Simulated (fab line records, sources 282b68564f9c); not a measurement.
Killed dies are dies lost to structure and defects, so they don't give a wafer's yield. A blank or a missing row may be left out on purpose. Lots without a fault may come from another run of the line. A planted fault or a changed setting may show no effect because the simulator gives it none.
A struck lot beside a sound one | flow rit_cmos | 15 steps out of a route of 202
Sound: wafers L674.1, L674.2, L674.4. Struck: wafers L680.2, L680.4, L680.5. The cause comes at the end.
At each step with rows: each side's tool, then ch and its chambers, then its first start. Under that, the readings that differ: sound wafers | struck wafers | difference of the means | sigmas: that difference in standard deviations of wafers without a fault.
alike: readings whose means differ by less than 2 such deviations, and words and numbers that are the same on both sides. not compared: withheld readings, readings that some wafer has no value for, bounds like >300 that may hide the same value, and numbers for which the record gives no deviation and whose values overlap.
The two part at a step that has a row with sigmas, a row that says differs or no value, or rows on one side only. Numbers that don't overlap but have no deviation are shown without sigmas and don't part them. A reading that every wafer of one side lacks parts them only if that side has two wafers or more.

RIT_M1_SPUTTER_00: material Al, target thk 400 nm, time 500 s.
  sound on pvd_sputter-04, day 5 13:56; struck on pvd_sputter-02, day 7 09:01
  alike: throttle_valve_pct
RIT_M1_RS_MEAS_01: measures by four-point-probe.
  sound on film_metro-04, day 5 14:14; struck on film_metro-01, day 7 09:20
  alike: M1_AL_RS
RIT_M1_THK_MEAS_02: measures by xrf.
  sound on film_metro-04, day 5 14:22; struck on film_metro-01, day 7 09:26
  alike: M1_AL_THK
then, 6 steps without rows for these wafers: RIT_M1_HMDS_03 (prime time 60 s); RIT_M1_COAT_04 (resist thk 1300 nm); RIT_M1_SOFTBAKE_05 (time 60 s); RIT_M1_EXPOSE_06 (exposes mask M12, target cd 2600 nm); RIT_M1_PEB_07; RIT_M1_DEVELOP_08 (develop time 68 s).
RIT_M1_CD_MEAS_09: target cd 2600 nm.
  sound on cd_sem-01, day 5 15:25; struck on cd_sem-01, day 7 10:23
  alike: cd_nm
RIT_M1_OVL_MEAS_10:
  sound on overlay-01, day 5 15:32; struck on overlay-02, day 7 10:29
  alike: M1_OVL
then, 1 step without rows for these wafers: RIT_M1_HARDBAKE_11 (time 120 s).
RIT_M1_METAL_ETCH_12: etches Al in Cl2/BCl3, stops on SiO2, time 165 s, target depth 600 nm.
  sound on rie_metal-04 ch 0,1, day 5 15:50; struck on rie_metal-04 ch 0, day 7 11:02
  reading                                 | sound                | struck               | difference | sigmas
  chamber_pressure_mTorr (mTorr)          | 100.02 100.09 100.03 | 150.01 150.09 150.17 | +50.04     | +99 or more
  model.NOVOLAK_of_M1_COAT_04.thk_nm (nm) | 819.2 800.7 818.4    | 779.3 777.5 777      | -34.8      |
  alike: drypump_motor_current_A, oes_product_au, throttle_valve_pct
  not compared: rf_hours_counter_h
then, 1 step without rows for these wafers: RIT_M1_STRIP_13 (strips in nmp, time 600 s).
RIT_M1_PROBE_99:
  sound on prober-01, day 5 18:05; struck on prober-02, day 7 13:28
  alike: defect_limited_yield, killed_at_contacts, killed_at_front_end, killed_dies, killed_open, killed_short, sort_bin_3_pad_short, sort_bin_5_function, sort_bin_6_memory, sort_n_pass, sort_yield_pct

WHERE THEY PART
Only at RIT_M1_METAL_ETCH_12, within this record. Later steps at which nothing parts them and some readings are alike: RIT_M1_PROBE_99.

WHY: what the simulator had put in
Process parameter drift: rie_metal-04, from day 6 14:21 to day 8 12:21, at RIT_M1_METAL_ETCH_12. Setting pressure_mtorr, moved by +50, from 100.
